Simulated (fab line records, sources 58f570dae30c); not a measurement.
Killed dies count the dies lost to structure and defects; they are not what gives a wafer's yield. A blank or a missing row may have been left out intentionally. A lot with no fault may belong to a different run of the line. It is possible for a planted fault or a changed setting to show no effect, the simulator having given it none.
Split-lot study	flow berkeley cmos170	route with 331 steps; 5 lots, 23 wafers read

## THE SPLIT ITSELF
At UCB170_M1_SPUTTER_00 (material Al, target thk 600 nm, time 80 s), the setting time s was moved away from the recipe's 80 s on 12 of the 23 wafers read, by -10.1% to +12.8%. The other wafers ran this setting at the recipe's value.

## FROM THE SPLIT TO THE READING: what the file shows between them, 6 steps
- UCB170_M1_RS_MEAS_01: measures by four-point-probe
- UCB170_M1_THK_MEAS_02: measures by xrf
- UCB170_M1_PEB_07 (also split here: peb temp c)
- UCB170_M1_DEVELOP_08: develop time 45 s
- UCB170_M1_CD_MEAS_09: target cd 700 nm
- UCB170_M1_ETCH_11: etches BARC in N2/H2

## THE READING
oes product au, in a.u., at UCB170_M1_METAL_ETCH_12 (etches Al in Cl2/BCl3, stops on PSG, target depth 780 nm, time 130 s). A value of 0.846 a.u. with a standard deviation of 0.012 a.u. is what fault-free wafers of this fab line usually give.

wafer	tool, chamber at the split	time s as run, s	against the recipe	oes product au, a.u.	against lot-mates on the recipe
L075.1	pvd sputter-03, -	71.95	-10.1%	0.784	-0.055
L075.2	pvd sputter-03, -	80	recipe	0.856	-
L075.3	pvd sputter-03, -	80	recipe	0.823	-
L075.5	pvd sputter-03, -	71.95	-10.1%	0.774	-0.065
L075.6	pvd sputter-03, -	71.95	-10.1%	0.800	-0.039
L076.1	pvd sputter-04, -	80	recipe	0.841	-
L076.3	pvd sputter-04, -	80	recipe	0.843	-
L076.6	pvd sputter-04, -	80	recipe	0.835	-
L077.1	pvd sputter-02, -	85.98	+7.5%	0.884	+0.029
L077.2	pvd sputter-02, -	85.98	+7.5%	0.875	+0.020
L077.3	pvd sputter-02, -	80	recipe	0.860	-
L077.4	pvd sputter-02, -	85.98	+7.5%	0.889	+0.034
L077.6	pvd sputter-02, -	80	recipe	0.850	-
L080.1	pvd sputter-03, -	90.23	+12.8%	0.911	+0.065
L080.2	pvd sputter-03, -	80	recipe	0.847	-
L080.3	pvd sputter-03, -	90.23	+12.8%	0.910	+0.064
L080.4	pvd sputter-03, -	90.23	+12.8%	0.901	+0.054
L080.5	pvd sputter-03, -	80	recipe	0.846	-
L084.2	pvd sputter-03, -	80	recipe	0.837	-
L084.3	pvd sputter-03, -	89.86	+12.3%	0.892	+0.055
L084.4	pvd sputter-03, -	89.86	+12.3%	0.927	+0.090
L084.5	pvd sputter-03, -	80	recipe	0.838	-
L084.6	pvd sputter-03, -	89.86	+12.3%	0.926	+0.089

THE FIT
A straight line over all 23 wafers: oes product au changes by +0.00548 a.u. for each +1% of time s; r = +0.97; the points scatter about the line by 0.011 a.u.
The same after taking each lot's own level away (the mean of its wafers on the recipe; 23 wafers): +0.00529 a.u. for each +1%; r = +0.96; scatter 0.012 a.u.
The reading moves by 0.068 a.u. for the largest change in time s, on that fit.
Measured against the standard deviation above, the lots' own levels, which go from 0.8375 to 0.8550 a.u., span 1.5 times it.
Consequently the slope shifts little with the lot-to-lot level, the two slopes agreeing.
Check: for one of the wafers moved furthest among these (+12.8%), held out of the fit, the line's prediction against its lot-mates is +0.067 a.u. Against them it came out at +0.0645 a.u.

## OTHER SPLITS APPLIED TO THESE WAFERS
Note: prior to the reading, these wafers also went through further splits. Each is held against what the fit with the lots' levels taken away leaves over:
other split on the same wafers	wafers away from the commonest value	r with oes product au (lot level and that fit taken away)
UCB170_SILICIDE_SPUTTER_01 power w	6	-0.14
UCB170_CONTACT_PEB_13 peb temp c	9	+0.18
UCB170_M1_PEB_07 peb temp c	10	+0.06

## THE WHOLE CHAIN: every reading that the file lists as answering this split, in the file's order
step	what it does	reading	change (the file's fit)	r (the file's)
UCB170_M1_SPUTTER_00	material Al, target thk 600 nm, time 80 s	Al_of_M1_SPUTTER_00.thk nm (the simulator's own value, which no gauge read)	+6 nm for each +1% of the setting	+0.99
UCB170_M1_RS_MEAS_01	measures by four-point-probe	M1_AL_RS	-0.000464 for each +1% of the setting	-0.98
UCB170_M1_THK_MEAS_02	measures by xrf	M1_AL_THK	+5.91 for each +1% of the setting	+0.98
UCB170_M1_METAL_ETCH_12	etches Al in Cl2/BCl3, stops on PSG, target depth 780 nm, time 130 s	oes product au	+0.00525 a.u. for each +1% of the setting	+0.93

## THE FILE'S OWN FIT
oes product au changes by +0.00525 a.u. for each +1% of time s, r = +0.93.
